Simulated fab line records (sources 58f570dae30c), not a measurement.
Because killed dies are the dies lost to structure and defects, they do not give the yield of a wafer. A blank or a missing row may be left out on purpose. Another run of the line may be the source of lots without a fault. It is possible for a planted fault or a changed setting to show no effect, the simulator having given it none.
The tool behind it: which one? | flow berkeley-cmos170 | 7 lots with 21 wafers sampled at 4 steps, on a route of 331 steps

WHAT THE GAUGES READ, wafer by wafer
UCB170_PSD_TW_MEAS_10.
lot  | measured     | on            | PSD_TW
L799 | day 6 09:35  | film-metro-02 | 2314 2316 2329
L803 | day 7 07:28  | film-metro-02 | 2312 2319 2330
L805 | day 7 17:58  | film-metro-03 | 2343 2334 2344
L806 | day 8 06:59  | film-metro-04 | 2345 2358 2361
L818 | day 10 15:32 | film-metro-03 | 2364 2368 2361
L817 | day 10 16:07 | film-metro-02 | 2312 2302 2304
L820 | day 11 10:47 | film-metro-04 | 2335 2335 2327

WHICH TOOL RAN EACH LOT (tool, then ch and the chambers of the sampled wafers, then the start)
lot  | UCB170_SPACER_CVD_00            | UCB170_PSD_IMPLANT_08           | UCB170_PSD_STRIP_09
L799 | pecvd-03 ch 0,1, day 6 06:00    | implanter-01 ch 0, day 6 09:20  | plasma-asher-02 ch 0,1, day 6 09:29
L803 | pecvd-03 ch 0,2, day 7 02:14    | implanter-02 ch 0, day 7 07:14  | plasma-asher-04 ch 0,1, day 7 07:23
L805 | pecvd-03 ch 0,1, day 7 11:38    | implanter-04 ch 0, day 7 17:43  | plasma-asher-01 ch 0, day 7 17:51
L806 | pecvd-01 ch 1,2, day 7 22:23    | implanter-04 ch 0, day 8 06:46  | plasma-asher-02 ch 0,1, day 8 06:54
L818 | pecvd-01 ch 0,1,2, day 10 09:25 | implanter-01 ch 0, day 10 15:19 | plasma-asher-01 ch 0,1, day 10 15:26
L817 | pecvd-01 ch 0,1, day 10 10:02   | implanter-01 ch 0, day 10 15:52 | plasma-asher-02 ch 0,1, day 10 16:01
L820 | pecvd-03 ch 0,2, day 11 04:29   | implanter-01 ch 0, day 11 10:32 | plasma-asher-04 ch 0,1, day 11 10:41
- UCB170_SPACER_CVD_00: deposits SiO2 from TEOS/O2, target thk 376 nm, time 47 s.
- UCB170_PSD_IMPLANT_08
- UCB170_PSD_STRIP_09: strips in O2.

THE ANSWER, worked out from the rows above alone
Rule: usual is defined by the lots themselves. The widest of any qualifying gaps counts: lots, ordered by their means at a reading, are off when they make up no more than a third of the lots, leave a main group of 4 or more, and stand apart from it by 3 or more times the standard deviation of that group's means. A main group is skipped when, at the precision printed for the reading in the tables above, its means are all equal. A lot without any number at a reading at which 4 lots or more have one is off too. All remaining lots with rows at the step are treated as sound.
Across all readings shown, no lot is off: no conclusion can be drawn from this.

WHAT WAS PUT IN BY THE SIMULATOR
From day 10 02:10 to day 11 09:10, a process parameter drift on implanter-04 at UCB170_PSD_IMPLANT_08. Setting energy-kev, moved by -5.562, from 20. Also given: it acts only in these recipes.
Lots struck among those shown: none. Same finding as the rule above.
